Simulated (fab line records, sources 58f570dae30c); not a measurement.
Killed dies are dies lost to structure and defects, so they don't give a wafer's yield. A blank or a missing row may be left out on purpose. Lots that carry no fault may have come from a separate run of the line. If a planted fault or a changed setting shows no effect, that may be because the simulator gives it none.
fab line records    flow berkeleyCmos170
[record] lots = 5  wafers = 15  lastDay = 12
route steps=331 shown M2@280 V2@292
lots with no fault: from the same line, run without faults
startH: the number of hours between the record's first day and the start of the first shown wafer of the lot    waitH: hours from the lot's prior step to this one    " identical to the entry in the row above    L1.1+2: a row that stands for several wafers    - no value present, or no start provided    * or withheld: withheld    < > ~ a bound
route shown NAME@n: names a module that has steps shown in the file, with the first one's number in the route    usual: mean/standard deviation taken from wafers without a fault    same: alike in all rows    chamber/n: place in a boat    sites: readings site by site    _std_site: standard deviation of those values    _edge_site: inner sites' mean taken away from outer sites' mean    radiusMm: for every site, how far away it sits from the centre of the wafer    mask NAME#n: copy n    behind: tool/chamber where the wafer was last shaped    hold: why the lot went on hold/how many hours it stayed there/how the hold came to an end    device: whichever transistor did not switch (one of n, p or np)    end of line: the route-end tests of the same wafers    a step with no rows: only its recipe    killed: at the first sort, the dies lost to defects and structure; wafer yield is something else    map: per-die view of a wafer (x killed, . not killed, _ where there is no die)
set.NAME: the run value of the setting; set.NAME@STEP: its run value at that earlier step    model.NAME: the simulator's own value behind a step, which no gauge read
lots at selected steps of the route; one table per step, one row per wafer
services: the hour from which a tool's chamber was out of use, counted from the record's first day as startH (under 0 if before that day), plus the number of hours and why
[[steps]]
[step UCB170_M2_COAT_09]
[recipe] resist = BARC  tempC = withheld  timeS = withheld  spinRpm = 3000  resistThkNm = withheld
[step UCB170_M2_COAT_10]
[recipe] resist = KrF  spinRpm = 1500  resistThkNm = 900
[step UCB170_M2_SOFTBAKE_11]
[recipe] resist = KrF  tempC = 130  timeS = 60
[step UCB170_M2_EXPOSE_12]
[recipe] maskId = METAL2  targetCdNm = 700  na = 0.5  sigmaOuter = 0.6  sourceShape = conventional  doseMj = 26
[step UCB170_M2_PEB_13]
[recipe] pebTempC = 130  pebTimeS = withheld  resist = KrF
[step UCB170_M2_DEVELOP_14]
[recipe] developer = TMAH  developTimeS = 45  resist = KrF  devTempC = 21
[step UCB170_M2_CD_MEAS_15]
[recipe] targetCdNm = 700
[usual] cdNm = 699.7/1.4
lot.wafer  tool      chamber  startH  waitH  cdNm
L107.1     cdSem-02  -        179.69  -      700.0
L107.4     "         -        "       "      700.6
L107.6     "         -        "       "      700.3
L105.1     cdSem-01  -        180.04  -      699.3
L105.5     "         -        "       "      699.3
L105.6     "         -        "       "      699.4
L116.2     cdSem-01  -        243.00  -      700.0
L116.3     "         -        "       "      698.5
L116.6     "         -        "       "      699.0
L119.2     cdSem-02  -        243.11  -      700.2
L119.5     "         -        "       "      699.9
L119.6     "         -        "       "      698.8
L122.1     cdSem-02  -        269.49  -      699.0
L122.2     "         -        "       "      699.1
L122.3     "         -        "       "      698.4
[step UCB170_M2_OVL_MEAS_16]
[usual] M2_OVL = 1/5.1
lot.wafer  tool        chamber  startH  waitH  M2_OVL[nm]
L107.1     overlay-01  -        179.81  0.1    -1
L107.4     "           -        "       "      1
L107.6     "           -        "       "      5
L105.1     overlay-02  -        180.16  0.1    3
L105.5     "           -        "       "      4
L105.6     "           -        "       "      9
L116.2     overlay-01  -        243.10  0.1    3
L116.3     "           -        "       "      3
L116.6     "           -        "       "      6
L119.2     overlay-02  -        243.21  0.1    9
L119.5     "           -        "       "      8
L119.6     "           -        "       "      5
L122.1     overlay-02  -        269.61  0.1    4
L122.2     "           -        "       "      0
L122.3     "           -        "       "      7
[step UCB170_M2_ETCH_17]
[recipe] chemistry = N2/H2  targetDepthA = withheld  overetchA = withheld  target = BARC  timeS = withheld  sourceW = 500  biasW = 100  pressureMtorr = 30  n2FlowSccm = 100  h2FlowSccm = 200
[usual] biasW = 100.0/0.32  drypumpMotorCurrentA = 5.5/0.32  oesProductAu = 0.999/0.018  throttleValvePct = 13.36/0.19
lot.wafer  tool        chamber  startH  waitH  biasW  drypumpMotorCurrentA  oesProductAu  throttleValvePct
L107.1     rieDiel-01  1        179.84  0.0    99.9   5.3                   1.018         13.41
L107.4     "           3        "       "      100.1  5.6                   0.999         13.52
L107.6     "           1        "       "      99.5   5.3                   1.031         13.41
L105.1     rieDiel-02  3        180.19  0.0    100.2  5.1                   0.969         13.13
L105.5     "           3        "       "      100.2  5.1                   0.972         13.12
L105.6     "           0        "       "      100.1  5.4                   0.999         13.28
L116.2     rieDiel-01  0        243.13  0.0    100.3  4.9                   0.991         13.08
L116.3     "           1        "       "      100.3  5.2                   1.002         13.42
L116.6     "           2        "       "      99.8   5.7                   1.017         13.20
L119.2     rieDiel-03  2        243.24  0.0    100.0  5.9                   1.036         13.52
L119.5     "           2        "       "      100.1  5.9                   1.027         13.50
L119.6     "           3        "       "      100.1  5.3                   0.980         13.47
L122.1     rieDiel-01  2        269.65  0.0    100.2  5.8                   1.010         13.21
L122.2     "           3        "       "      100.6  5.6                   1.002         13.52
L122.3     "           1        "       "      99.9   5.3                   1.029         13.42
[step UCB170_M2_METAL_ETCH_18]
[recipe] chemistry = Cl2/BCl3  target = Al  stopOn = SiO2  pressureMtorr = 12  targetDepthA = 11700  overEtchFrac = 0.3  timeS = 195  icpW = 600  biasW = 120  Cl2_flow_sccm = 90  bcl3FlowSccm = 45
[usual] biasW = 120.0/0.35  drypumpMotorCurrentA = 5.96/0.24  oesProductAu = 0.855/0.015  throttleValvePct = 24.34/0.18
lot.wafer  tool         chamber  startH  waitH  biasW  drypumpMotorCurrentA  oesProductAu  rfHoursCounterH  throttleValvePct
L107.1     rieMetal-01  1        179.89  -      120.1  5.99                  0.850         2                24.44
L107.4     "            0        "       "      120.3  6.34                  0.861         -                23.94
L107.6     "            1        "       "      120.1  5.99                  0.866         -                24.45
L105.1     rieMetal-02  1        180.24  -      119.7  6.22                  0.858         1                24.32
L105.5     "            1        "       "      119.2  6.20                  0.873         -                24.31
L105.6     "            1        "       "      119.7  6.22                  0.869         -                24.29
L116.2     rieMetal-03  1        243.18  -      119.8  5.71                  0.835         7                24.36
L116.3     "            1        "       "      120.2  5.69                  0.835         -                24.35
L116.6     "            1        "       "      120.0  5.71                  0.847         -                24.37
L119.2     rieMetal-01  0        243.29  -      120.1  6.34                  0.873         2                23.94
L119.5     "            1        "       "      120.4  5.98                  0.854         -                24.44
L119.6     "            0        "       "      119.5  6.32                  0.862         -                23.96
L122.1     rieMetal-02  1        269.69  -      119.8  6.21                  0.868         3                24.31
L122.2     "            0        "       "      120.4  5.66                  0.878         2                24.53
L122.3     "            0        "       "      120.4  5.65                  0.865         -                24.53
[step UCB170_M2_STRIP_19]
[recipe] chemistry = O2  powerW = 400  pressureMtorr = 3500  platenTempC = withheld  o2FlowSccm = 400  overashFraction = 0.5
[usual] drypumpMotorCurrentA = 5.77/0.21  oesProductAu = 0.542/0.0096
lot.wafer  tool            chamber  startH  waitH  drypumpMotorCurrentA  oesProductAu  rfHoursCounterH
L107.1     plasmaAsher-02  1        180.07  0.1    5.63                  0.542         5
L107.4     "               1        "       "      5.62                  0.544         -
L107.6     "               0        "       "      6.00                  0.547         -
L105.1     plasmaAsher-04  0        180.61  0.3    5.85                  0.555         50
L105.5     "               1        "       "      5.67                  0.559         -
L105.6     "               0        "       "      5.84                  0.560         -
L116.2     plasmaAsher-04  0        243.36  0.1    5.83                  0.545         57
L116.3     "               1        "       "      5.67                  0.544         -
L116.6     "               1        "       "      5.65                  0.547         -
L119.2     plasmaAsher-03  1        243.47  0.1    5.99                  0.534         44
L119.5     "               0        "       "      5.47                  0.544         -
L119.6     "               1        "       "      6.04                  0.533         -
L122.1     plasmaAsher-02  0        269.88  0.1    5.97                  0.565         14
L122.2     "               1        "       "      5.63                  0.537         14
L122.3     "               0        "       "      5.99                  0.532         -
[step UCB170_M2_CD_MEAS_90]
[recipe] targetCdNm = 700
[usual] cdNm = 700.1/2.3
lot.wafer  tool      chamber  startH  waitH  cdNm
L107.1     cdSem-02  -        180.17  0.1    698.1
L107.4     "         -        "       "      702.5
L107.6     "         -        "       "      701.8
L105.1     cdSem-02  -        180.71  0.1    699.4
L105.5     "         -        "       "      703.0
L105.6     "         -        "       "      701.0
L116.2     cdSem-02  -        243.48  0.1    699.3
L116.3     "         -        "       "      699.7
L116.6     "         -        "       "      701.0
L119.2     cdSem-02  -        243.60  0.1    697.7
L119.5     "         -        "       "      700.5
L119.6     "         -        "       "      695.3
L122.1     cdSem-02  -        270.09  0.2    699.2
L122.2     "         -        "       "      699.4
L122.3     "         -        "       "      700.3
[step UCB170_V2_CVD_00]
[recipe] material = SiO2  targetThkNm = 2000  tempC = 390  precursor = TEOS/O2  timeS = 250  rfW = 550  pressureMtorr = 9000
[usual] heaterPowerW = 237/69
lot.wafer  tool      chamber  startH  waitH  heaterPowerW  model.SiO2_of_V2_CVD_00.thkNm
L107.1     pecvd-03  1        180.29  0.1    391           1982
L107.4     "         2        "       "      149           1996
L107.6     "         0        "       "      166           1994
L105.1     pecvd-04  0        180.83  0.1    217           2023
L105.5     "         0        "       "      176           2066
L105.6     "         2        "       "      273           2047
L116.2     pecvd-03  1        243.58  0.1    334           1985
L116.3     "         0        "       "      225           1520
L116.6     "         0        "       "      169           1554
L119.2     pecvd-04  1        243.70  0.1    200           1980
L119.5     "         2        "       "      270           1999
L119.6     "         1        "       "      239           2042
L122.1     pecvd-02  0        270.21  0.1    312           2029
L122.2     "         1        "       "      273           1999
L122.3     "         0        "       "      239           2066
[step UCB170_V2_THK_MEAS_01]
[recipe] reads = SiO2_of_V2_CVD_00
[usual] V2_TEOS_THK = 2007/25
lot.wafer  tool          chamber  startH  waitH  V2_TEOS_THK[nm]
L107.1     filmMetro-03  -        180.45  0.1    1982
L107.4     "             -        "       "      1997
L107.6     "             -        "       "      1994
L105.1     filmMetro-03  -        180.99  0.1    2023
L105.5     "             -        "       "      2067
L105.6     "             -        "       "      2047
L116.2     filmMetro-03  -        243.75  0.1    1985
L116.3     "             -        "       "      1519
L116.6     "             -        "       "      1556
L119.2     filmMetro-02  -        243.87  0.1    1981
L119.5     "             -        "       "      2000
L119.6     "             -        "       "      2042
L122.1     filmMetro-02  -        270.45  0.2    2030
L122.2     "             -        "       "      1999
L122.3     "             -        "       "      2064
[step UCB170_V2_CMP_02]
[recipe] material = SiO2  downForcePsi = 6  platenRpm = 60  padVelocityMS = 0.75398
[usual] motorCurrentA = 16.0/1.2  slurryFilterDpKPa = 13.49/0.13
lot.wafer  tool    chamber  startH  waitH  motorCurrentA  slurryFilterDpKPa
L107.1     cmp-01  0        180.56  0.1    14.8           13.25
L107.4     "       1        "       "      15.9           13.45
L107.6     "       3        "       "      13.1           13.63
L105.1     cmp-02  0        181.15  0.1    15.9           13.71
L105.6     "       2        "       "      16.4           13.38
L105.5     "       3        "       "      15.6           13.46
L116.3     cmp-01  1        243.89  0.1    15.8           13.37
L116.2     "       3        "       "      13.5           13.72
L116.6     "       1        "       "      16.3           13.38
L119.2     cmp-02  3        243.97  0.1    15.6           13.45
L119.5     "       2        "       "      16.8           13.60
L119.6     "       3        "       "      15.3           13.48
L122.3     cmp-02  0        270.56  0.1    15.8           13.47
L122.1     "       1        "       "      17.7           13.32
L122.2     "       2        "       "      16.7           13.72
[[services]]
tool            chamber  startH  hours  kind
rieMetal-01     0        159.02  -      clean
rieMetal-01     0        159.02  15.0   scheduledDown
cmp-02          -        159.20  9.4    repair
rieDiel-02      1        167.29  9.5    repair
pecvd-03        0        169.37  6.3    repair
rieDiel-01      0        175.24  6.2    repair
pecvd-02        -        178.86  3.3    repair
plasmaAsher-03  -        187.87  1.6    repair
pecvd-02        -        191.61  2.8    pm
plasmaAsher-03  -        194.65  2.0    repair
cmp-02          -        197.57  6.2    pm
rieDiel-02      3        204.85  1.3    repair
rieDiel-03      -        221.34  0.3    repair
cmp-02          -        228.70  1.5    repair
rieDiel-03      3        231.53  5.3    repair
cmp-01          -        232.00  4.0    pm
pecvd-02        1        233.35  12.0   repair
cmp-01          -        236.00  5.7    pm
pecvd-02        0        240.09  28.9   repair
plasmaAsher-02  -        241.74  2.8    pm
rieDiel-01      1        246.04  6.4    repair
rieDiel-03      -        249.81  0.5    repair
pecvd-02        2        253.80  30.3   repair
pecvd-04        2        259.54  2.8    repair
[[key]]
[firstSign] step = UCB170_V2_THK_MEAS_01  reading = V2_TEOS_THK  direction = down  sigmas = 18  usual = 2007  struck = 1538
effect none on later readings
[modelEffect] step = UCB170_V2_CVD_00  value = SiO2_of_V2_CVD_00.thkNm  without = 2006  struck = 1537
metAt UCB170_V2_CVD_00
struckWafers L116.3,L116.6
sortLeftOut L116.3,L116.6
onsetBetween 180.29 243.58
[fault] kind = processParameterDrift  tool = pecvd-03  chamber = 0  onsetH = 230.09  steps = UCB170_V2_CVD_00  channel = targetThkNm  offset = -469.44  shape = step  endH = 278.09  actsIn = theseRecipesOnly  stated = 2000
// sortLeftOut: the simulated sort isn't trusted on such a fault, so these wafers' sort isn't shown, and their yield isn't known
